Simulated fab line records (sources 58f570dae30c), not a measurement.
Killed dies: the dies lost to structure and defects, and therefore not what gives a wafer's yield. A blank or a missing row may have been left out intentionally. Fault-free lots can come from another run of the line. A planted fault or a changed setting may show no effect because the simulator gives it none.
fab line records + flow berkeley-cmos170
record:
- lots: 14
- wafers: 42
- last-day: 12
route steps=331 shown FIELD@96 SCREENOX@102 M1@238
lots that met no fault: taken from a fault-free run of the same line
start-h: start of the lot's first displayed wafer, in hours after the record's first day + wait-h: hours since the lot's step before + " unchanged from the row above + L1.1+2: one row covering several wafers at once + - either no value or no given start + * or withheld: withheld + < > ~ a bound
route shown NAME@n: NAME is a module with steps in the file, n the number in the route of the first one + usual: mean and standard deviation over wafers with no fault + same: alike in all rows + chamber/n: place in a boat + sites: the reading at each site + _std_site: their standard deviation + _edge_site: outer sites' mean less inner sites' + radius-mm: how far each site lies from the wafer's centre + mask NAME#n: copy n + behind: the most recent tool/chamber to have shaped the wafer + hold: the reason the lot was held/the length of the hold in hours/how it ended + device: transistor that didn't switch, given as n, p or np + end of line: the route-end tests of the same wafers + step lacking rows: just its recipe + killed: dies that structure and defects cost at the first sort, which is not the same as the wafer's yield + map: a wafer's dies, marking killed ones x, the rest . and places with no die _
set.NAME: the setting that was run; set.NAME@STEP: the one run at that earlier step + model.NAME: the simulator's own value behind a step, which no gauge read
one table for each step of the route and one row for each wafer, over a sample of lots
services: from which hour (start-h, from the record's first day; less than 0 if before it) a tool's chamber was out of use, for how many hours, and why
== steps ==
step: UCB170_FIELD_THK_MEAS_90
recipe:
- reads: SiO2_of_FIELD_OXIDATION_01
usual:
- FIELD_OXIDE_LEFT_1_THK: 444/15
| lot.wafer | tool          | chamber | start-h | wait-h | FIELD_OXIDE_LEFT_1_THK[nm] |
|-----------|---------------|---------|---------|--------|----------------------------|
| L845.1    | film-metro-04 | -       | 107.51  | 0.0    | 457                        |
| L845.2    | "             | -       | "       | "      | 449                        |
| L845.4    | "             | -       | "       | "      | 452                        |
| L849.1    | film-metro-02 | -       | 110.18  | 0.0    | 435                        |
| L849.3    | "             | -       | "       | "      | 429                        |
| L849.5    | "             | -       | "       | "      | 437                        |
| L848.1    | film-metro-01 | -       | 110.23  | 0.1    | 438                        |
| L848.2    | "             | -       | "       | "      | 432                        |
| L848.4    | "             | -       | "       | "      | 435                        |
| L851.1    | film-metro-01 | -       | 116.94  | 0.0    | 428                        |
| L851.4    | "             | -       | "       | "      | 436                        |
| L851.5    | "             | -       | "       | "      | 440                        |
| L850.3    | film-metro-04 | -       | 116.96  | 0.0    | 429                        |
| L850.4    | "             | -       | "       | "      | 418                        |
| L850.6    | "             | -       | "       | "      | 430                        |
| L852.2    | film-metro-04 | -       | 131.27  | 0.0    | 431                        |
| L852.3    | "             | -       | "       | "      | 433                        |
| L852.6    | "             | -       | "       | "      | 430                        |
| L859.1    | film-metro-01 | -       | 156.34  | 0.0    | 472                        |
| L859.2    | "             | -       | "       | "      | 465                        |
| L859.6    | "             | -       | "       | "      | 463                        |
| L860.2    | film-metro-02 | -       | 162.52  | 0.0    | 456                        |
| L860.3    | "             | -       | "       | "      | 458                        |
| L860.6    | "             | -       | "       | "      | 459                        |
| L862.3    | film-metro-02 | -       | 174.97  | 0.0    | 431                        |
| L862.5    | "             | -       | "       | "      | 438                        |
| L862.6    | "             | -       | "       | "      | 435                        |
| L864.2    | film-metro-04 | -       | 192.44  | 0.0    | 475                        |
| L864.4    | "             | -       | "       | "      | 464                        |
| L864.5    | "             | -       | "       | "      | 462                        |
| L868.1    | film-metro-02 | -       | 210.31  | 0.0    | 421                        |
| L868.4    | "             | -       | "       | "      | 415                        |
| L868.5    | "             | -       | "       | "      | 415                        |
| L866.3    | film-metro-04 | -       | 210.33  | 0.0    | 426                        |
| L866.4    | "             | -       | "       | "      | 440                        |
| L866.5    | "             | -       | "       | "      | 429                        |
| L867.2    | film-metro-04 | -       | 210.38  | 0.1    | 440                        |
| L867.3    | "             | -       | "       | "      | 440                        |
| L867.4    | "             | -       | "       | "      | 438                        |
| L865.3    | film-metro-02 | -       | 210.39  | 0.1    | 440                        |
| L865.4    | "             | -       | "       | "      | 439                        |
| L865.5    | "             | -       | "       | "      | 448                        |
step: UCB170_SCREENOX_THK_MEAS_02
recipe:
- reads: SiO2_of_SCREENOX_OXIDATION_01
usual:
- SCREENOX_OXIDE_THK: 15.35/0.23
| lot.wafer | tool          | chamber | start-h | wait-h | SCREENOX_OXIDE_THK[nm] |
|-----------|---------------|---------|---------|--------|------------------------|
| L845.1    | film-metro-02 | -       | 114.32  | 0.0    | 15.00                  |
| L845.2    | "             | -       | "       | "      | 15.19                  |
| L845.4    | "             | -       | "       | "      | 15.10                  |
| L849.1    | film-metro-03 | -       | 121.34  | 0.0    | 15.41                  |
| L849.3    | "             | -       | "       | "      | 15.44                  |
| L849.5    | "             | -       | "       | "      | 15.39                  |
| L848.1    | film-metro-01 | -       | 121.39  | 0.0    | 15.14                  |
| L848.2    | "             | -       | "       | "      | 15.18                  |
| L848.4    | "             | -       | "       | "      | 15.37                  |
| L851.1    | film-metro-02 | -       | 126.40  | 0.0    | 15.51                  |
| L851.4    | "             | -       | "       | "      | 15.36                  |
| L851.5    | "             | -       | "       | "      | 15.35                  |
| L850.3    | film-metro-01 | -       | 126.42  | 0.0    | 15.49                  |
| L850.4    | "             | -       | "       | "      | 15.33                  |
| L850.6    | "             | -       | "       | "      | 15.42                  |
| L852.2    | film-metro-01 | -       | 140.28  | 0.0    | 15.50                  |
| L852.3    | "             | -       | "       | "      | 15.92                  |
| L852.6    | "             | -       | "       | "      | 15.46                  |
| L859.1    | film-metro-02 | -       | 163.97  | 0.0    | 14.83                  |
| L859.2    | "             | -       | "       | "      | 14.81                  |
| L859.6    | "             | -       | "       | "      | 15.08                  |
| L860.2    | film-metro-02 | -       | 170.86  | 0.0    | 15.41                  |
| L860.3    | "             | -       | "       | "      | 15.20                  |
| L860.6    | "             | -       | "       | "      | 15.32                  |
| L862.3    | film-metro-02 | -       | 184.49  | 0.0    | 15.63                  |
| L862.5    | "             | -       | "       | "      | 15.37                  |
| L862.6    | "             | -       | "       | "      | 15.39                  |
| L864.2    | film-metro-02 | -       | 203.75  | 0.0    | 15.25                  |
| L864.4    | "             | -       | "       | "      | 15.32                  |
| L864.5    | "             | -       | "       | "      | 15.34                  |
| L868.1    | film-metro-02 | -       | 218.11  | 0.0    | 15.45                  |
| L868.4    | "             | -       | "       | "      | 15.45                  |
| L868.5    | "             | -       | "       | "      | 15.44                  |
| L865.3    | film-metro-01 | -       | 218.13  | 0.0    | 15.31                  |
| L865.4    | "             | -       | "       | "      | 15.23                  |
| L865.5    | "             | -       | "       | "      | 15.27                  |
| L866.3    | film-metro-03 | -       | 218.13  | 0.0    | 15.43                  |
| L866.4    | "             | -       | "       | "      | 15.21                  |
| L866.5    | "             | -       | "       | "      | 15.47                  |
| L867.2    | film-metro-03 | -       | 218.18  | 0.1    | 15.49                  |
| L867.3    | "             | -       | "       | "      | 15.42                  |
| L867.4    | "             | -       | "       | "      | 15.34                  |
step: UCB170_M1_SPUTTER_00
recipe:
- material: Al
- target-thk-nm: 600
- time-s: 80
- power-w: 6000
- chamber-pressure-pa: 0.5
usual:
- cathode-dc-power-W: 6000.0/1.2
- chamber-pressure-pa: 0.5001/0.00099
- throttle-valve-pct: 30.6/0.98
| lot.wafer | tool           | chamber | start-h | wait-h | cathode-dc-power-W | chamber-pressure-pa | throttle-valve-pct |
|-----------|----------------|---------|---------|--------|--------------------|---------------------|--------------------|
| L845.1    | pvd-sputter-02 | -       | 159.29  | 0.0    | 5998.6             | 0.5011              | 29.7               |
| L845.2    | "              | -       | "       | "      | 5999.9             | 0.5023              | 29.2               |
| L845.4    | "              | -       | "       | "      | 6001.0             | 0.5024              | 29.9               |
| L849.1    | pvd-sputter-02 | -       | 163.30  | 0.0    | 6001.9             | 0.5005              | 30.0               |
| L849.3    | "              | -       | "       | "      | 5998.7             | 0.4993              | 29.0               |
| L849.5    | "              | -       | "       | "      | 6000.2             | 0.4989              | 29.3               |
| L848.1    | pvd-sputter-01 | -       | 163.67  | 0.0    | 6000.1             | 0.5003              | 30.0               |
| L848.2    | "              | -       | "       | "      | 5999.2             | 0.4989              | 31.8               |
| L848.4    | "              | -       | "       | "      | 6000.7             | 0.5006              | 31.8               |
| L851.1    | pvd-sputter-02 | -       | 164.74  | 0.0    | 6001.9             | 0.5008              | 28.7               |
| L851.4    | "              | -       | "       | "      | 5998.4             | 0.5019              | 30.1               |
| L851.5    | "              | -       | "       | "      | 6001.1             | 0.5001              | 29.9               |
| L850.3    | pvd-sputter-01 | -       | 164.89  | 0.0    | 6000.6             | 0.5012              | 30.8               |
| L850.4    | "              | -       | "       | "      | 5999.5             | 0.5010              | 30.0               |
| L850.6    | "              | -       | "       | "      | 6001.0             | 0.4996              | 31.6               |
| L852.2    | pvd-sputter-01 | -       | 182.97  | 0.0    | 5998.8             | 0.5001              | 30.1               |
| L852.3    | "              | -       | "       | "      | 5999.0             | 0.5001              | 31.3               |
| L852.6    | "              | -       | "       | "      | 5999.2             | 0.5023              | 30.3               |
| L859.1    | pvd-sputter-03 | -       | 207.45  | 0.0    | 5998.7             | 0.5002              | 29.3               |
| L859.2    | "              | -       | "       | "      | 6000.2             | 0.5008              | 31.0               |
| L859.6    | "              | -       | "       | "      | 6000.9             | 0.5007              | 30.6               |
| L860.2    | pvd-sputter-03 | -       | 219.15  | 0.0    | 5999.3             | 0.4991              | 31.2               |
| L860.3    | "              | -       | "       | "      | 6000.8             | 0.4984              | 31.8               |
| L860.6    | "              | -       | "       | "      | 6000.7             | 0.4991              | 31.9               |
| L862.3    | pvd-sputter-03 | -       | 230.63  | 0.0    | 5998.7             | 0.4995              | 30.8               |
| L862.5    | "              | -       | "       | "      | 5998.4             | 0.4995              | 29.5               |
| L862.6    | "              | -       | "       | "      | 5998.2             | 0.4993              | 32.3               |
| L864.2    | pvd-sputter-03 | -       | 247.74  | 0.0    | 5998.6             | 0.5000              | 30.8               |
| L864.4    | "              | -       | "       | "      | 6000.9             | 0.4997              | 30.6               |
| L864.5    | "              | -       | "       | "      | 6000.1             | 0.5002              | 31.0               |
| L868.1    | pvd-sputter-01 | -       | 260.68  | 0.0    | 5999.3             | 0.4994              | 31.6               |
| L868.4    | "              | -       | "       | "      | 6000.1             | 0.5010              | 30.2               |
| L868.5    | "              | -       | "       | "      | 5999.3             | 0.5015              | 30.0               |
| L865.3    | pvd-sputter-03 | -       | 261.23  | 0.0    | 5997.5             | 0.4984              | 29.6               |
| L865.4    | "              | -       | "       | "      | 6002.7             | 0.4998              | 30.7               |
| L865.5    | "              | -       | "       | "      | 6001.3             | 0.4990              | 30.8               |
| L866.3    | pvd-sputter-02 | -       | 262.59  | 0.0    | 5999.5             | 0.4984              | 29.1               |
| L866.4    | "              | -       | "       | "      | 5998.4             | 0.4994              | 29.9               |
| L866.5    | "              | -       | "       | "      | 6001.4             | 0.4992              | 29.3               |
| L867.2    | pvd-sputter-01 | -       | 262.59  | 0.0    | 6001.7             | 0.4999              | 30.6               |
| L867.3    | "              | -       | "       | "      | 5998.2             | 0.5011              | 32.1               |
| L867.4    | "              | -       | "       | "      | 6001.8             | 0.4984              | 31.4               |
step: UCB170_M1_RS_MEAS_01
recipe:
- thk-meas-gauge: four-point-probe
- reads: Al_of_M1_SPUTTER_00
usual:
- M1_AL_RS: 0.0483/0.00047
| lot.wafer | tool          | chamber | start-h | wait-h | M1_AL_RS[ohm/sq] |
|-----------|---------------|---------|---------|--------|------------------|
| L845.1    | film-metro-03 | -       | 159.35  | 0.0    | 0.0479           |
| L845.2    | "             | -       | "       | "      | 0.0474           |
| L845.4    | "             | -       | "       | "      | 0.0474           |
| L849.1    | film-metro-03 | -       | 163.36  | 0.0    | 0.0478           |
| L849.3    | "             | -       | "       | "      | 0.0477           |
| L849.5    | "             | -       | "       | "      | 0.0473           |
| L848.1    | film-metro-02 | -       | 163.73  | 0.0    | 0.0486           |
| L848.2    | "             | -       | "       | "      | 0.0481           |
| L848.4    | "             | -       | "       | "      | 0.0480           |
| L851.1    | film-metro-02 | -       | 164.81  | 0.0    | 0.0484           |
| L851.4    | "             | -       | "       | "      | 0.0485           |
| L851.5    | "             | -       | "       | "      | 0.0486           |
| L850.3    | film-metro-01 | -       | 164.99  | 0.1    | 0.0487           |
| L850.4    | "             | -       | "       | "      | 0.0488           |
| L850.6    | "             | -       | "       | "      | 0.0265           |
| L852.2    | film-metro-03 | -       | 183.05  | 0.1    | 0.0482           |
| L852.3    | "             | -       | "       | "      | 0.0262           |
| L852.6    | "             | -       | "       | "      | 0.0486           |
| L859.1    | film-metro-03 | -       | 207.51  | 0.0    | 0.0487           |
| L859.2    | "             | -       | "       | "      | 0.0477           |
| L859.6    | "             | -       | "       | "      | 0.0480           |
| L860.2    | film-metro-02 | -       | 219.24  | 0.1    | 0.0482           |
| L860.3    | "             | -       | "       | "      | 0.0477           |
| L860.6    | "             | -       | "       | "      | 0.0479           |
| L862.3    | film-metro-01 | -       | 230.73  | 0.1    | 0.0482           |
| L862.5    | "             | -       | "       | "      | 0.0491           |
| L862.6    | "             | -       | "       | "      | 0.0483           |
| L864.2    | film-metro-03 | -       | 247.82  | 0.1    | 0.0485           |
| L864.4    | "             | -       | "       | "      | 0.0482           |
| L864.5    | "             | -       | "       | "      | 0.0487           |
| L868.1    | film-metro-03 | -       | 260.74  | 0.0    | 0.0482           |
| L868.4    | "             | -       | "       | "      | 0.0489           |
| L868.5    | "             | -       | "       | "      | 0.0485           |
| L865.3    | film-metro-02 | -       | 261.33  | 0.1    | 0.0490           |
| L865.4    | "             | -       | "       | "      | 0.0481           |
| L865.5    | "             | -       | "       | "      | 0.0480           |
| L867.2    | film-metro-02 | -       | 262.67  | 0.1    | 0.0483           |
| L867.3    | "             | -       | "       | "      | 0.0478           |
| L867.4    | "             | -       | "       | "      | 0.0481           |
| L866.3    | film-metro-03 | -       | 262.69  | 0.1    | 0.0483           |
| L866.4    | "             | -       | "       | "      | 0.0486           |
| L866.5    | "             | -       | "       | "      | 0.0483           |
step: UCB170_M1_THK_MEAS_02
recipe:
- thk-meas-gauge: xrf
- reads: Al_of_M1_SPUTTER_00
usual:
- M1_AL_THK: 602/5.6
| lot.wafer | tool          | chamber | start-h | wait-h | M1_AL_THK[nm] |
|-----------|---------------|---------|---------|--------|---------------|
| L845.1    | film-metro-03 | -       | 159.47  | 0.1    | 606           |
| L845.2    | "             | -       | "       | "      | 610           |
| L845.4    | "             | -       | "       | "      | 611           |
| L849.1    | film-metro-03 | -       | 163.48  | 0.1    | 608           |
| L849.3    | "             | -       | "       | "      | 607           |
| L849.5    | "             | -       | "       | "      | 612           |
| L848.1    | film-metro-02 | -       | 163.85  | 0.1    | 598           |
| L848.2    | "             | -       | "       | "      | 603           |
| L848.4    | "             | -       | "       | "      | 606           |
| L851.1    | film-metro-02 | -       | 164.93  | 0.1    | 600           |
| L851.4    | "             | -       | "       | "      | 599           |
| L851.5    | "             | -       | "       | "      | 601           |
| L850.3    | film-metro-01 | -       | 165.09  | 0.1    | 599           |
| L850.4    | "             | -       | "       | "      | 595           |
| L850.6    | "             | -       | "       | "      | 1093          |
| L852.2    | film-metro-03 | -       | 183.16  | 0.1    | 601           |
| L852.3    | "             | -       | "       | "      | 1094          |
| L852.6    | "             | -       | "       | "      | 596           |
| L859.1    | film-metro-03 | -       | 207.63  | 0.1    | 597           |
| L859.2    | "             | -       | "       | "      | 610           |
| L859.6    | "             | -       | "       | "      | 609           |
| L860.2    | film-metro-02 | -       | 219.35  | 0.1    | 600           |
| L860.3    | "             | -       | "       | "      | 605           |
| L860.6    | "             | -       | "       | "      | 601           |
| L862.3    | film-metro-01 | -       | 230.83  | 0.1    | 603           |
| L862.5    | "             | -       | "       | "      | 598           |
| L862.6    | "             | -       | "       | "      | 601           |
| L864.2    | film-metro-03 | -       | 247.93  | 0.1    | 600           |
| L864.4    | "             | -       | "       | "      | 598           |
| L864.5    | "             | -       | "       | "      | 595           |
| L868.1    | film-metro-03 | -       | 260.86  | 0.1    | 603           |
| L868.4    | "             | -       | "       | "      | 595           |
| L868.5    | "             | -       | "       | "      | 598           |
| L865.3    | film-metro-02 | -       | 261.43  | 0.1    | 593           |
| L865.4    | "             | -       | "       | "      | 601           |
| L865.5    | "             | -       | "       | "      | 607           |
| L867.2    | film-metro-02 | -       | 262.78  | 0.1    | 603           |
| L867.3    | "             | -       | "       | "      | 607           |
| L867.4    | "             | -       | "       | "      | 601           |
| L866.3    | film-metro-03 | -       | 262.79  | 0.1    | 601           |
| L866.4    | "             | -       | "       | "      | 596           |
| L866.5    | "             | -       | "       | "      | 601           |
step: UCB170_M1_OVL_MEAS_10
usual:
- M1_OVL: 7/5.1
| lot.wafer | tool       | chamber | start-h | wait-h | M1_OVL[nm] |
|-----------|------------|---------|---------|--------|------------|
| L845.1    | overlay-01 | -       | 160.51  | 0.1    | 6          |
| L845.2    | "          | -       | "       | "      | 11         |
| L845.4    | "          | -       | "       | "      | 12         |
| L849.1    | overlay-02 | -       | 164.60  | 0.1    | 9          |
| L849.3    | "          | -       | "       | "      | 9          |
| L849.5    | "          | -       | "       | "      | 2          |
| L848.1    | overlay-02 | -       | 165.24  | 0.1    | 12         |
| L848.2    | "          | -       | "       | "      | 3          |
| L848.4    | "          | -       | "       | "      | 4          |
| L851.1    | overlay-02 | -       | 166.20  | 0.1    | 2          |
| L851.4    | "          | -       | "       | "      | 2          |
| L851.5    | "          | -       | "       | "      | 3          |
| L850.3    | overlay-01 | -       | 166.61  | 0.1    | 2          |
| L850.4    | "          | -       | "       | "      | 5          |
| L850.6    | "          | -       | "       | "      | 2          |
| L852.2    | overlay-01 | -       | 184.30  | 0.1    | 11         |
| L852.3    | "          | -       | "       | "      | 7          |
| L852.6    | "          | -       | "       | "      | 6          |
| L859.1    | overlay-02 | -       | 209.35  | 0.1    | 9          |
| L859.2    | "          | -       | "       | "      | 10         |
| L859.6    | "          | -       | "       | "      | 6          |
| L860.2    | overlay-02 | -       | 221.00  | 0.1    | 7          |
| L860.3    | "          | -       | "       | "      | 10         |
| L860.6    | "          | -       | "       | "      | 7          |
| L862.3    | overlay-01 | -       | 232.33  | 0.1    | 1          |
| L862.5    | "          | -       | "       | "      | -2         |
| L862.6    | "          | -       | "       | "      | -4         |
| L864.2    | overlay-01 | -       | 249.40  | 0.1    | 15         |
| L864.4    | "          | -       | "       | "      | 16         |
| L864.5    | "          | -       | "       | "      | 13         |
| L868.1    | overlay-01 | -       | 263.10  | 0.1    | -2         |
| L868.4    | "          | -       | "       | "      | 7          |
| L868.5    | "          | -       | "       | "      | 6          |
| L865.3    | overlay-02 | -       | 263.11  | 0.1    | 8          |
| L865.4    | "          | -       | "       | "      | 10         |
| L865.5    | "          | -       | "       | "      | 9          |
| L867.2    | overlay-02 | -       | 265.01  | 0.1    | -1         |
| L867.3    | "          | -       | "       | "      | 1          |
| L867.4    | "          | -       | "       | "      | 5          |
| L866.3    | overlay-01 | -       | 265.34  | 0.1    | 8          |
| L866.4    | "          | -       | "       | "      | 7          |
| L866.5    | "          | -       | "       | "      | 10         |
step: UCB170_M1_METAL_ETCH_12
recipe:
- chemistry: Cl2/BCl3
- target: Al
- stop-on: PSG
- pressure-mtorr: 12
- target-depth-a: 7800
- over-etch-frac: 0.3
- time-s: 130
- icp-w: 600
- bias-w: 120
- Cl2_flow_sccm: 90
- bcl3-flow-sccm: 45
usual:
- drypump-motor-current-A: 5.6/0.35
- he-backside-leak-sccm: 3.39/0.28
- oes-product-au: 0.856/0.015
- throttle-valve-pct: 24.44/0.27
| lot.wafer | tool         | chamber | start-h | wait-h | drypump-motor-current-A | he-backside-leak-sccm | oes-product-au | rf-hours-counter-h | throttle-valve-pct |
|-----------|--------------|---------|---------|--------|-------------------------|-----------------------|----------------|--------------------|--------------------|
| L845.1    | rie-metal-04 | 1       | 160.59  | -      | 5.2                     | 3.17                  | 0.862          | 12                 | 24.49              |
| L845.2    | "            | 0       | "       | "      | 5.3                     | 3.31                  | 0.888          | 8                  | 24.42              |
| L845.4    | "            | 1       | "       | "      | 5.2                     | 3.28                  | 0.863          | -                  | 24.47              |
| L849.1    | rie-metal-01 | 0       | 164.70  | -      | 5.3                     | 3.15                  | 0.844          | 9                  | 24.66              |
| L849.3    | "            | 1       | "       | "      | 6.0                     | 3.30                  | 0.854          | -                  | 24.83              |
| L849.5    | "            | 0       | "       | "      | 5.3                     | 3.15                  | 0.857          | -                  | 24.64              |
| L848.1    | rie-metal-04 | 0       | 165.32  | -      | 5.3                     | 3.54                  | 0.879          | 8                  | 24.41              |
| L848.2    | "            | 1       | "       | "      | 5.3                     | 3.22                  | 0.855          | 12                 | 24.47              |
| L848.4    | "            | 0       | "       | "      | 5.3                     | 3.62                  | 0.889          | -                  | 24.41              |
| L851.1    | rie-metal-03 | 0       | 166.28  | -      | 5.7                     | 2.80                  | 0.856          | 5                  | 24.00              |
| L851.4    | "            | 0       | "       | "      | 5.7                     | 3.06                  | 0.854          | -                  | 23.99              |
| L851.5    | "            | 0       | "       | "      | 5.7                     | 2.91                  | 0.865          | -                  | 24.00              |
| L850.3    | rie-metal-01 | 1       | 166.72  | -      | 6.1                     | 3.40                  | 0.847          | -                  | 24.85              |
| L850.4    | "            | 0       | "       | "      | 5.3                     | 3.15                  | 0.846          | -                  | 24.68              |
| L850.6    | "            | 0       | "       | "      | 5.3                     | 3.19                  | 0.977          | -                  | 24.60              |
| L852.2    | rie-metal-03 | 0       | 184.37  | -      | 5.7                     | 3.20                  | 0.861          | 6                  | 24.00              |
| L852.3    | "            | 1       | "       | "      | 6.0                     | 3.49                  | 0.981          | -                  | 24.22              |
| L852.6    | "            | 1       | "       | "      | 6.0                     | 3.43                  | 0.831          | -                  | 24.30              |
| L859.1    | rie-metal-01 | 1       | 209.42  | -      | 6.1                     | 3.58                  | 0.846          | 2                  | 24.83              |
| L859.2    | "            | 0       | "       | "      | 5.3                     | 3.15                  | 0.851          | 10                 | 24.66              |
| L859.6    | "            | 0       | "       | "      | 5.3                     | 3.26                  | 0.849          | -                  | 24.67              |
| L860.2    | rie-metal-04 | 0       | 221.07  | -      | 5.3                     | 3.49                  | 0.886          | 10                 | 24.41              |
| L860.3    | "            | 1       | "       | "      | 5.3                     | 3.17                  | 0.865          | -                  | 24.48              |
| L860.6    | "            | 1       | "       | "      | 5.3                     | 3.35                  | 0.862          | -                  | 24.50              |
| L862.3    | rie-metal-03 | 0       | 232.44  | -      | 5.7                     | 3.21                  | 0.872          | -                  | 24.00              |
| L862.5    | "            | 1       | "       | "      | 6.0                     | 3.54                  | 0.834          | -                  | 24.30              |
| L862.6    | "            | 0       | "       | "      | 5.7                     | 3.02                  | 0.852          | -                  | 24.00              |
| L864.2    | rie-metal-03 | 0       | 249.48  | -      | 5.7                     | 2.97                  | 0.867          | 7                  | 23.98              |
| L864.4    | "            | 0       | "       | "      | 5.7                     | 3.12                  | 0.863          | -                  | 23.99              |
| L864.5    | "            | 0       | "       | "      | 5.7                     | 3.15                  | 0.856          | -                  | 24.00              |
| L868.1    | rie-metal-01 | 1       | 263.18  | -      | 6.1                     | 3.81                  | 0.853          | 4                  | 24.83              |
| L868.4    | "            | 1       | "       | "      | 6.1                     | 3.80                  | 0.849          | -                  | 24.84              |
| L868.5    | "            | 1       | "       | "      | 6.1                     | 3.82                  | 0.846          | -                  | 24.85              |
| L865.3    | rie-metal-04 | 1       | 263.22  | -      | 5.3                     | 3.44                  | 0.851          | -                  | 24.48              |
| L865.4    | "            | 0       | "       | "      | 5.3                     | 3.39                  | 0.888          | -                  | 24.41              |
| L865.5    | "            | 0       | "       | "      | 5.3                     | 3.15                  | 0.878          | -                  | 24.42              |
| L867.2    | rie-metal-03 | 1       | 265.08  | -      | 6.0                     | 3.52                  | 0.839          | 13                 | 24.29              |
| L867.3    | "            | 1       | "       | "      | 6.0                     | 3.51                  | 0.845          | -                  | 24.30              |
| L867.4    | "            | 0       | "       | "      | 5.7                     | 3.14                  | 0.873          | -                  | 24.00              |
| L866.3    | rie-metal-04 | 0       | 265.45  | -      | 5.3                     | 3.57                  | 0.879          | -                  | 24.40              |
| L866.4    | "            | 1       | "       | "      | 5.3                     | 3.34                  | 0.860          | -                  | 24.48              |
| L866.5    | "            | 1       | "       | "      | 5.3                     | 3.49                  | 0.859          | -                  | 24.47              |
== services ==
| tool           | chamber | start-h | hours | kind   |
|----------------|---------|---------|-------|--------|
| rie-metal-03   | -       | 147.10  | 0.5   | repair |
| pvd-sputter-03 | -       | 161.57  | 1.8   | repair |
| rie-metal-03   | 0       | 163.39  | 2.5   | repair |
| pvd-sputter-03 | -       | 175.28  | 1.3   | repair |
| rie-metal-03   | -       | 175.30  | 2.7   | repair |
| rie-metal-01   | -       | 179.17  | 14.6  | pm     |
| pvd-sputter-03 | -       | 253.80  | 1.4   | repair |
== key ==
first-sign:
- step: UCB170_M1_RS_MEAS_01
- reading: M1_AL_RS
- direction: down
- sigmas: 46
- usual: 0.0483
- struck: 0.0264
effect:
- step: UCB170_M1_THK_MEAS_02
- reading: M1_AL_THK
- direction: up
- sigmas: 88
- usual: 602
- struck: 1093
effect:
- step: UCB170_M1_METAL_ETCH_12
- reading: oes-product-au
- direction: up
- sigmas: 8.1
- usual: 0.856
- struck: 0.979
met-at UCB170_M1_SPUTTER_00
struck-lots L850,L852
struck-wafers L850.6,L852.3
later-rows-left-out L850.6,L852.3
sort-left-out L850.6,L852.3
not-acting-at UCB170_FIELD_THK_MEAS_90,UCB170_SCREENOX_THK_MEAS_02,UCB170_M1_OVL_MEAS_10
onset-between 163.67 164.89
fault:
- kind: process-parameter-drift
- tool: pvd-sputter-01
- chamber: -
- onset-h: 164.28
- steps: UCB170_M1_SPUTTER_00
- channel: target-thk-nm
- offset: 495.76
- shape: step
- end-h: 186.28
- acts-in: these-recipes-only
- stated: 600
- scope: struck-wafers-only
sort-left-out: the simulated sort isn't trusted on such a fault, so these wafers' sort isn't shown, and their yield isn't known
later-rows-left-out: the simulator's readings of these wafers behind a module that went badly wrong aren't trusted and aren't shown, but for the sort
